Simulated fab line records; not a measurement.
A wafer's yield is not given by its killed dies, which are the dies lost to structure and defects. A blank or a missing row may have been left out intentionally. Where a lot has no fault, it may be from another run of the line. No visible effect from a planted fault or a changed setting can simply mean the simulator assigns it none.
fab line records    flow rit-cmos
record: lots: 14  wafers: 42  last-day: 7
route steps=202 shown GATE@95
lots untouched by any fault: they come from a run of this same line in which no faults occurred
start-h: hours from the record's opening day to when the first of the lot's shown wafers began    wait-h: time in hours since the lot's previous step    " as in the row above    L1.1+2: a row that stands for several wafers    - no value present, or no start provided    * or withheld: withheld    < > ~ a bound
route shown NAME@n: NAME is a module with steps in the file, n the number in the route of the first one    usual: the fault-free wafers' mean and standard deviation    same: alike in all rows    chamber/n: place in a boat    sites: the reading at each site    _std_site: how widely they spread, as a standard deviation    _edge_site: mean of outer sites minus mean of inner sites    radius-mm: for every site, how far away it sits from the centre of the wafer    mask NAME#n: copy n    behind: tool/chamber where the wafer was last shaped    hold: the reason the lot was held/the length of the hold in hours/how it ended    device: the transistor (n, p or np) that didn't switch    end of line: tests run on the same wafers once the route is complete    a step given without rows: its recipe and nothing more    killed: dies that structure and defects cost at the first sort, which is not the same as the wafer's yield    map: a wafer's dies, x killed, . not, _ none there
set.NAME: the setting as run; set.NAME@STEP: as run at that earlier step    model.NAME: the simulator's own value behind a step, which no gauge read
one table for each step of the route and one row for each wafer, over a sample of lots
services: a tool's chamber out of use, with start hour (start-h, from the record's first day; less than 0 if before it), hours out, and reason
== steps ==
step: RIT_GATE_ETCH_19
recipe: chemistry: SF6/CHF3/O2  time-s: 165  SF6_flow_sccm: 30  CHF3_flow_sccm: 30  O2_flow_sccm: 5  target: poly-Si  pressure-mtorr: 40  rf-w: 160  target-depth-a: 3125  over-etch-frac: 0.25  stop-on: SiO2
usual: chamber-pressure-mTorr: 40.00/0.035  drypump-motor-current-A: 5.7/0.42  oes-product-au: 0.850/0.013  run-length-s: 193.2/0.44  throttle-valve-pct: 10.26/0.16
lot.wafer  tool       chamber  start-h  wait-h  chamber-pressure-mTorr  drypump-motor-current-A  oes-product-au  rf-hours-counter-h  run-length-s  throttle-valve-pct
L844.1     rie-si-02  3        53.22    0.1     39.98                   5.1                      0.833           38                  193.4         10.48
L844.4     "          0        "        "       40.00                   5.1                      0.826           3                   194.5         10.09
L844.6     "          2        "        "       40.01                   5.4                      0.845           -                   192.7         10.21
L845.2     rie-si-01  2        57.33    0.1     40.02                   5.7                      0.868           107                 192.7         10.41
L845.3     "          0        "        "       40.02                   6.5                      0.844           65                  193.7         9.99
L845.4     "          1        "        "       40.00                   5.9                      0.867           57                  193.5         10.21
L846.1     rie-si-02  1        65.06    0.1     40.00                   5.7                      0.835           147                 192.9         10.42
L846.3     "          3        "        "       39.98                   5.1                      0.854           38                  193.1         10.47
L846.4     "          0        "        "       40.01                   5.0                      0.832           3                   194.1         10.09
L847.1     rie-si-01  0        68.39    0.1     40.03                   6.5                      0.846           65                  193.4         9.99
L847.2     "          2        "        "       39.96                   5.7                      0.878           108                 192.8         10.41
L847.3     "          3        "        "       40.00                   5.8                      0.860           62                  193.3         10.26
L848.2     rie-si-02  2        77.32    0.1     39.99                   5.4                      0.845           109                 192.7         10.19
L848.3     "          3        "        "       39.97                   5.1                      0.846           38                  193.1         10.49
L848.4     "          1        "        "       40.00                   5.7                      0.832           147                 193.8         10.41
L849.1     rie-si-01  1        79.30    0.1     40.09                   5.8                      0.858           57                  192.9         10.20
L849.2     "          3        "        "       40.02                   5.8                      0.831           62                  192.9         10.27
L849.6     "          1        "        "       40.01                   5.9                      0.863           -                   192.8         10.21
L850.3     rie-si-02  0        84.25    0.1     39.92                   5.0                      0.842           3                   194.1         10.10
L850.4     "          2        "        "       39.95                   5.4                      0.843           109                 192.8         10.20
L850.6     "          3        "        "       40.03                   5.1                      0.852           -                   193.1         10.49
L851.1     rie-si-01  1        87.43    0.1     39.96                   5.8                      0.863           57                  193.5         10.20
L851.3     "          2        "        "       39.95                   5.7                      0.866           108                 192.8         10.40
L851.6     "          3        "        "       39.99                   5.8                      0.839           -                   192.8         10.26
L852.4     rie-si-02  1        91.91    0.1     39.97                   5.7                      0.828           147                 193.2         10.41
L852.5     "          2        "        "       40.02                   5.4                      0.841           -                   192.8         10.18
L852.6     "          3        "        "       39.97                   5.1                      0.859           -                   193.6         10.49
L853.2     rie-si-01  0        96.04    0.1     40.07                   6.5                      0.845           66                  194.0         10.00
L853.4     "          1        "        "       39.97                   5.8                      0.870           57                  192.8         10.22
L853.5     "          1        "        "       39.97                   5.8                      0.852           -                   193.2         10.21
L857.1     rie-si-01  1        116.32   0.1     39.98                   5.8                      0.868           58                  192.9         10.23
L857.2     "          0        "        "       39.97                   6.5                      0.857           66                  193.3         9.99
L857.4     "          3        "        "       40.01                   5.8                      0.850           62                  193.3         10.28
L858.1     rie-si-02  2        121.67   0.1     40.06                   5.4                      0.857           109                 192.7         10.18
L858.2     "          3        "        "       39.99                   5.1                      1.014           38                  152.1         10.48
L858.6     "          1        "        "       39.93                   5.7                      0.834           -                   193.1         10.42
L860.1     rie-si-02  3        132.53   0.1     40.00                   5.1                      1.008           38                  151.9         10.47
L860.2     "          2        "        "       39.98                   5.4                      0.846           109                 193.4         10.19
L860.4     "          1        "        "       39.91                   5.7                      0.830           148                 193.2         10.41
L861.2     rie-si-01  2        137.75   0.1     40.01                   5.7                      0.877           108                 192.9         10.41
L861.5     "          0        "        "       39.96                   6.5                      0.852           -                   193.5         9.99
L861.6     "          1        "        "       40.01                   5.8                      0.872           -                   193.1         10.23
== services ==
tool       chamber  start-h  hours  kind
rie-si-02  3        54.97    1.6    repair
== key ==
first-sign: step: RIT_GATE_ETCH_19  reading: run-length-s  direction: down  sigmas: 95  usual: *  struck: *
effect: step: RIT_GATE_ETCH_19  reading: oes-product-au  direction: up  sigmas: 12  usual: 0.850  struck: 1.011
met-at RIT_GATE_ETCH_19
struck-lots L858,L860
struck-wafers L858.2,L860.1
later-rows-left-out L858.2,L860.1
sort-left-out L858.2,L860.1
tester-left-out L858,L860
onset-between 91.91 121.67
fault: kind: process-parameter-drift  tool: rie-si-02  chamber: 3  onset-h: 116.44  steps: RIT_GATE_ETCH_19  channel: time-s  offset: *  shape: step  end-h: 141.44  stated: *
tester-left-out: of these lots the tester's yield and bins aren't shown, on N5 and GAA mostly nor the transistor test; their killed dies are dies lost to structure and defects alone, not to doping, threshold or leakage, so they don't give the yield
sort-left-out: the simulated sort isn't trusted on such a fault, so these wafers' sort isn't shown, and their yield isn't known
later-rows-left-out: the simulator's readings of these wafers behind a module that went badly wrong aren't trusted and aren't shown, but for the sort
